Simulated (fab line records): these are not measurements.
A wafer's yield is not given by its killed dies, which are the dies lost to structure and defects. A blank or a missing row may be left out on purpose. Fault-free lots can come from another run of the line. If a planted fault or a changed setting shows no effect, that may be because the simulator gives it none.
Matching of chambers -- flow berkeley cmos170 -- UCB170_GATE_ETCH_15 on rie si-02 has 4 sister chambers
The step etches poly-Si in HBr/Cl2, stops on SiO2, time 56.3 s, target depth 278.2 nm. 14 wafers are shown with their chamber, then 7 later ones without.

EACH WAFER AND ITS CHAMBER
wafer,chamber,throttle valve pct (%),drypump motor current A (A),oes product au (a.u.)
L824.1,0,26.41,5.52,0.834
L824.5,2,26.64,5.83,0.849
L824.6,1,26.75,5.67,0.833
L830.2,2,26.64,5.87,0.834
L830.4,1,26.76,5.66,0.831
L830.6,1,26.76,5.68,0.828
L829.2,3,26.27,5.76,0.821
L829.3,1,26.78,5.64,0.846
L829.5,0,26.39,5.53,0.831
L835.2,1,26.76,5.69,0.825
L835.5,2,26.64,5.84,0.838
L835.6,0,26.41,5.55,0.833
L833.2,2,26.61,5.84,0.836
L833.3,1,26.77,5.70,0.830

SIGNATURES (averages over the wafers above)
reading,chamber 0,chamber 1,chamber 2,chamber 3,scatter within a chamber
throttle valve pct,26.4033,26.7633,26.6325,26.2700,0.0121
drypump motor current A,5.5333,5.6733,5.8450,5.7600,0.0192
oes product au,0.83267,0.83217,0.83925,0.82100,0.00637
Rule: a wafer's distance from a chamber is the root of the sum, over the readings, of the square of ((its reading less the chamber's mean) divided by the reading's scatter). If the next closest chamber is less than 2 further off than the closest, the wafer can't be placed; otherwise it belongs to the closest. The scatter: take each reading less its chamber's mean, square it, sum over the shown wafers, divide by the number of wafers less the number of chambers, and take the root.

WAFERS WITHOUT THEIR CHAMBER
wafer,throttle valve pct (%),drypump motor current A (A),oes product au (a.u.)
L833.5,26.41,5.55,0.823
L837.1,26.76,5.71,0.837
L837.2,26.63,5.84,0.845
L837.6,26.63,5.81,0.847
L846.1,26.08,5.72,0.851
L846.4,26.76,5.68,0.835
L846.5,26.76,5.67,0.838

THE CHAMBER EACH PASSED THROUGH
wafer,from the rows above,in truth
L833.5,0,0
L837.1,1,1
L837.2,2,2
L837.6,2,2
L846.1,3,3
L846.4,1,1
L846.5,1,1
Correctly placed: 7 of 7. Not placeable from these rows: 0. Placed wrongly: 0.
